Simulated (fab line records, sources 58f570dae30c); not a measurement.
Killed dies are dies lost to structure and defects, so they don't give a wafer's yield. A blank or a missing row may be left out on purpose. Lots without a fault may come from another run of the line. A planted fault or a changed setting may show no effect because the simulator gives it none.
Chamber matching | flow berkeley_cmos170 | UCB170_V2_CVD_00 on pecvd-01: 3 sister chambers
The step deposits SiO2 from TEOS/O2, target thk 2000 nm, time 250 s. 3 wafers are shown with their chamber, then 8 later ones without.

WAFERS WITH THEIR CHAMBER
wafer  | chamber | heater_power_w (W)
L801.6 | 1       | 187
L804.1 | 0       | 326
L806.1 | 2       | 318

WAFERS WITHOUT THEIR CHAMBER
wafer  | heater_power_w (W)
L806.3 | 249
L806.6 | 119
L811.4 | 188
L811.5 | 320
L811.6 | 230
L814.1 | 315
L814.3 | 147
L814.6 | 249

WHICH CHAMBER EACH WENT THROUGH
wafer  | from the rows above          | in truth
L806.3 | can't be placed: 1 or 2 or 0 | 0
L806.6 | 1                            | 1
L811.4 | 1                            | 1
L811.5 | can't be placed: 2 or 0      | 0
L811.6 | can't be placed: 1 or 2 or 0 | 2
L814.1 | can't be placed: 2 or 0      | 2
L814.3 | 1                            | 1
L814.6 | can't be placed: 1 or 2 or 0 | 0
Placed correctly: 3 of 8. Can't be placed from these rows: 5 (the true chamber is among the candidates in 5). Placed wrongly: 0.
How it was worked out, from the rows above alone: a wafer's distance from a chamber is the root of the sum, over the readings, of the square of ((its reading less the chamber's mean) divided by the reading's scatter). The wafer belongs to the nearest chamber; if the next one is less than 2 further off, it can't be placed. A chamber's mean is the mean of its shown wafers. The scatter: with one shown wafer a chamber, the root of the mean of the squares of how far each hidden wafer lies from its nearest shown one.
